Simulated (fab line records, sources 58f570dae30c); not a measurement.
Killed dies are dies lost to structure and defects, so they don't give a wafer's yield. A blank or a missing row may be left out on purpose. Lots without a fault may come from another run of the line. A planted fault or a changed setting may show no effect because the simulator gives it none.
One fault seen from 2 desks | flow berkeley_cmos170 | each desk has only its own numbers; what lay behind them comes last

THE METROLOGY DESK
What the gauges read, lot by lot, whatever tool the lot ran on: means of the sampled wafers that have a number. A lot is out of limits, marked OUT, if its mean lies more than 4 standard deviations from the usual mean; the brackets give that distance.
Columns: A = V2_TEOS_THK at UCB170_V2_THK_MEAS_01, usual 2007 nm; B = cd_nm at UCB170_M3_CD_MEAS_15, usual 699.9 nm
lot  | first seen here | A    | B
L481 | day 8 00:39     | 2026 | 700.8
L483 | day 8 06:31     | 1986 | 699.6
L484 | day 8 06:31     | 1976 | 700.9
L485 | day 8 23:47     | 2003 | 699.5
L486 | day 9 00:09     | 1990 | 699.0
L487 | day 9 07:21     | 2008 | 699.7
L489 | day 9 16:11     | 1999 | 697.6
L492 | day 10 12:40    | 2042 | 697.8
L493 | day 10 12:48    | 2014 | 698.6
L494 | day 10 18:20    | 1974 | 697.5
L496 | day 11 05:40    | 1967 | 700.1
L495 | day 11 05:55    | 1996 | 700.5
L499 | day 11 20:25    | 1931 | 700.9
L501 | day 12 09:14    | 1933 | 699.9
This desk's finding: nothing out of limits on any of the 14 lots.

THE TOOL OWNER'S DESK: pecvd-03
The tool's own readings at UCB170_V2_CVD_00 (deposits SiO2 from TEOS/O2, target thk 2000 nm, time 250 s): means of the sampled wafers that have a number, for each lot that ran on this tool. A lot is out of limits, marked OUT, if its mean lies more than 4 standard deviations from the usual mean; the brackets give that distance.
Columns: A = heater_power_w at UCB170_V2_CVD_00, usual 260 W; B = rf_fwd_power_W at UCB170_V2_CVD_00, usual 548.3 W; C = susceptor_temp_C at UCB170_V2_CVD_00, usual 390.00 C
lot  | first seen here | A   | B               | C
L483 | day 8 06:21     | 304 | 548.0           | 389.88
L485 | day 8 23:37     | 278 | 547.2           | 389.67
L487 | day 9 07:12     | 308 | 547.5           | 389.82
L494 | day 10 18:10    | 282 | 549.2           | 390.12
L496 | day 11 05:30    | 299 | 548.1           | 389.80
L499 | day 11 20:18    | 286 | 482.2 (-39) OUT | 389.89
L501 | day 12 09:04    | 292 | 481.9 (-39) OUT | 390.09
This desk's finding: out of limits on L499, L501; first on L499, day 11 20:18 (rf_fwd_power_W at UCB170_V2_CVD_00). In limits: L483, L485, L487, L494, L496.

PUT TOGETHER
The tool owner's desk could have raised an alarm at day 11 20:18, on L499, L501.
The metrology desk saw nothing out of limits.
The metrology desk has L499, L501 on record, within its limits.
Of the lots named, all ran UCB170_V2_CVD_00 on pecvd-03.

WHAT THE SIMULATOR HAD PUT IN
Process parameter drift: pecvd-03, from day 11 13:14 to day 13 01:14, at UCB170_V2_CVD_00. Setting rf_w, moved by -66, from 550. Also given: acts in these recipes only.
Lots struck among those shown: L499, L501.
Hours from the fault's start to each desk's first reading out of limits: the tool owner's desk, 7.
